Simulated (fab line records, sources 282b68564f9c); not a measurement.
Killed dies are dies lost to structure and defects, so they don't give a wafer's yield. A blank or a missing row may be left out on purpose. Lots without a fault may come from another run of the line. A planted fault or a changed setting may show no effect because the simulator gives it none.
Which tool did it? | flow rit_cmos | 13 lots, 39 wafers sampled, at 2 steps of a route of 202

WHAT THE GAUGES READ, wafer by wafer
RIT_ACTIVE_CD_MEAS_11: target cd 1400 nm.
lot  | measured    | on        | cd_nm (nm)
L192 | day 1 14:41 | cd_sem-01 | 1400.0 1397.9 1399.9
L193 | day 1 19:26 | cd_sem-02 | 1399.7 1401.6 1401.9
L195 | day 2 05:37 | cd_sem-02 | 1401.2 1401.5 1400.7
L196 | day 2 10:40 | cd_sem-02 | 1399.9 1399.3 1398.8
L198 | day 2 20:28 | cd_sem-02 | 1399.3 1400.4 1399.9
L199 | day 3 01:40 | cd_sem-02 | 1401.6 1403.6 1402.8
L200 | day 3 06:34 | cd_sem-01 | 1398.4 1398.8 1398.2
L201 | day 3 13:32 | cd_sem-02 | 1401.8 1402.4 1399.3
L202 | day 3 16:26 | cd_sem-02 | 1403.6 1402.1 1404.0
L203 | day 3 22:03 | cd_sem-02 | 1396.5 1398.9 1399.6
L205 | day 4 07:28 | cd_sem-02 | 1400.5 1398.8 1400.0
L206 | day 4 12:34 | cd_sem-01 | 1282.8 1282.2 1282.9
L212 | day 5 18:26 | cd_sem-01 | 1401.4 1402.9 1402.8

WHICH TOOL RAN EACH LOT (tool, then ch and the chambers of the sampled wafers, then the start)
lot  | RIT_ACTIVE_EXPOSE_08
L192 | iline_stepper-01 ch 0, day 1 14:09
L193 | iline_stepper-01 ch 0, day 1 19:02
L195 | iline_stepper-01 ch 0, day 2 05:13
L196 | iline_stepper-02 ch 0, day 2 10:12
L198 | iline_stepper-02 ch 0, day 2 20:04
L199 | iline_stepper-01 ch 0, day 3 01:16
L200 | iline_stepper-02 ch 0, day 3 06:10
L201 | iline_stepper-01 ch 0, day 3 13:00
L202 | iline_stepper-01 ch 0, day 3 16:02
L203 | iline_stepper-02 ch 0, day 3 21:39
L205 | iline_stepper-02 ch 0, day 4 07:04
L206 | iline_stepper-01 ch 0, day 4 12:10
L212 | iline_stepper-01 ch 0, day 5 18:02
- RIT_ACTIVE_EXPOSE_08: exposes mask M1, target cd 1400 nm.

WHAT THE TOOLS THEMSELVES READ (means of the sampled wafers that have a number; where no wafer has one, the mark that the record gives instead)
The record holds no such reading with a usual standard deviation.

THE ANSWER, worked out from the rows above alone
Rule: what is usual is taken from the lots themselves. Put in order of their means at a reading, lots are off if they are a third of the lots or fewer, leave a main group of 4 or more, and stand apart from it by a gap of 3 or more times the standard deviation of the main group's means; of several such gaps the widest counts. A main group whose means are all the same, to the digits that the tables above print for the reading, isn't used. A lot without any number at a reading at which 4 lots or more have one is off too. The other lots that the step has rows for count as sound. The gauges are gone through in route order, then the tools' own readings, and for those a lot's mean is taken as printed above. The first step at which some lot is off is used, and at that step the reading that is off furthest; a lot without a number counts as furthest.
Off: L206, at RIT_ACTIVE_CD_MEAS_11 (cd_nm). The main group: mean 1400.6 nm, standard deviation 1.6.
A tool fits if, at a process step before that reading, it ran every lot that is off, and no sound lot after the first of them. The gauges at RIT_ACTIVE_CD_MEAS_11 are tried like those tools. None of those tried fits.

WHAT THE SIMULATOR HAD PUT IN
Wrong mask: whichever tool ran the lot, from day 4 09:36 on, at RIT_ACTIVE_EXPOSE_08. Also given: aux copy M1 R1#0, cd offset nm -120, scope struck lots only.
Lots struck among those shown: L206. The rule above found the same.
